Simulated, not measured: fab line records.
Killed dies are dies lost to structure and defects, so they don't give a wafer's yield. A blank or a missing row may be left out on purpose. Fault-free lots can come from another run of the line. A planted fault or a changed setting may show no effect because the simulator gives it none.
Which of the tools did it? | flow berkeley cmos170 | Sampling: 14 lots, 42 wafers, 2 of 331 route steps

WHAT THE GAUGES READ, wafer by wafer
UCB170_M1_CD_MEAS_90: target cd 700 nm.
lot  | measured     | on        | cd nm (nm)
L962 | day 6 15:19  | cd sem-02 | 698.6 699.7 700.5
L968 | day 7 18:19  | cd sem-01 | 701.2 702.3 701.5
L965 | day 7 18:29  | cd sem-02 | 699.8 702.5 701.3
L969 | day 7 23:34  | cd sem-01 | 699.4 700.3 699.8
L971 | day 8 14:58  | cd sem-02 | 699.5 701.4 700.9
L973 | day 9 00:16  | cd sem-02 | 705.7 704.1 704.6
L976 | day 9 17:53  | cd sem-01 | 700.5 699.0 701.5
L975 | day 9 18:57  | cd sem-02 | 702.1 699.7 703.6
L979 | day 10 13:47 | cd sem-01 | 699.3 697.2 700.0
L978 | day 10 11:44 | cd sem-02 | 698.6 698.6 695.0
L980 | day 10 19:25 | cd sem-01 | 695.6 699.2 701.8
L981 | day 11 04:57 | cd sem-02 | 699.4 700.0 696.0
L982 | day 11 06:53 | cd sem-02 | 701.3 700.2 698.9
L985 | day 11 13:26 | cd sem-02 | 699.4 701.6 697.8

TOOL THAT RAN EACH LOT (tool first, then ch and the chambers of the sampled wafers, then the start)
lot  | UCB170_SDANNEAL_RTA_01
L962 | rtp anneal-02 ch 0, day 6 06:22
L968 | rtp anneal-02 ch 0, day 7 07:45
L965 | rtp anneal-01 ch 0, day 7 08:10
L969 | rtp anneal-01 ch 0, day 7 16:20
L971 | rtp anneal-01 ch 0, day 8 07:37
L973 | rtp anneal-01 ch 0, day 8 16:51
L976 | rtp anneal-02 ch 0, day 9 10:19
L975 | rtp anneal-01 ch 0, day 9 10:22
L979 | rtp anneal-01 ch 0, day 10 00:29
L978 | rtp anneal-02 ch 0, day 10 00:30
L980 | rtp anneal-01 ch 0, day 10 12:03
L981 | rtp anneal-02 ch 0, day 10 20:26
L982 | rtp anneal-02 ch 0, day 10 21:19
L985 | rtp anneal-01 ch 0, day 11 05:49
- UCB170_SDANNEAL_RTA_01: time 5 s.

WHAT THE TOOLS THEMSELVES READ (means of the sampled wafers that have a number; where no wafer has one, the mark that the record gives instead)
UCB170_SDANNEAL_RTA_01.
lot  | tool          | lamp power pct (%) | wafer_temp_C_max
L962 | rtp anneal-02 | 40.7               | 1055.0
L968 | rtp anneal-02 | 40.7               | 1056.6
L965 | rtp anneal-01 | 35.8               | 1053.6
L969 | rtp anneal-01 | 35.8               | 1054.2
L971 | rtp anneal-01 | 35.9               | 1054.9
L973 | rtp anneal-01 | 35.8               | 1054.1
L976 | rtp anneal-02 | 40.7               | 1055.8
L975 | rtp anneal-01 | 35.8               | 1054.3
L979 | rtp anneal-01 | 35.9               | 1053.6
L978 | rtp anneal-02 | 40.7               | 1057.1
L980 | rtp anneal-01 | 35.8               | 1053.8
L981 | rtp anneal-02 | 40.7               | 1055.3
L982 | rtp anneal-02 | 40.7               | 1056.1
L985 | rtp anneal-01 | 35.8               | 1053.7

THE ANSWER, worked out from the rows above alone
Rule: the lots themselves supply what counts as usual. Put in order of their means at a reading, lots are off if they are a third of the lots or fewer, leave a main group of 4 or more, and stand apart from it by a gap of 3 or more times the standard deviation of the main group's means; of several such gaps the widest counts. A main group is skipped when, at the precision printed for the reading in the tables above, its means are all equal. Also off: a lot with no number at a reading for which 4 or more lots have one. The other lots that the step has rows for count as sound. After the gauges, taken in route order, come the tools' own readings; for these a lot's mean is taken, as printed above. The first step at which some lot is off is used, and at that step the reading that is off furthest; a lot without a number counts as furthest.
No lot is off on any of the readings shown, so nothing can be concluded from this.

WHAT THE SIMULATOR HAD PUT IN
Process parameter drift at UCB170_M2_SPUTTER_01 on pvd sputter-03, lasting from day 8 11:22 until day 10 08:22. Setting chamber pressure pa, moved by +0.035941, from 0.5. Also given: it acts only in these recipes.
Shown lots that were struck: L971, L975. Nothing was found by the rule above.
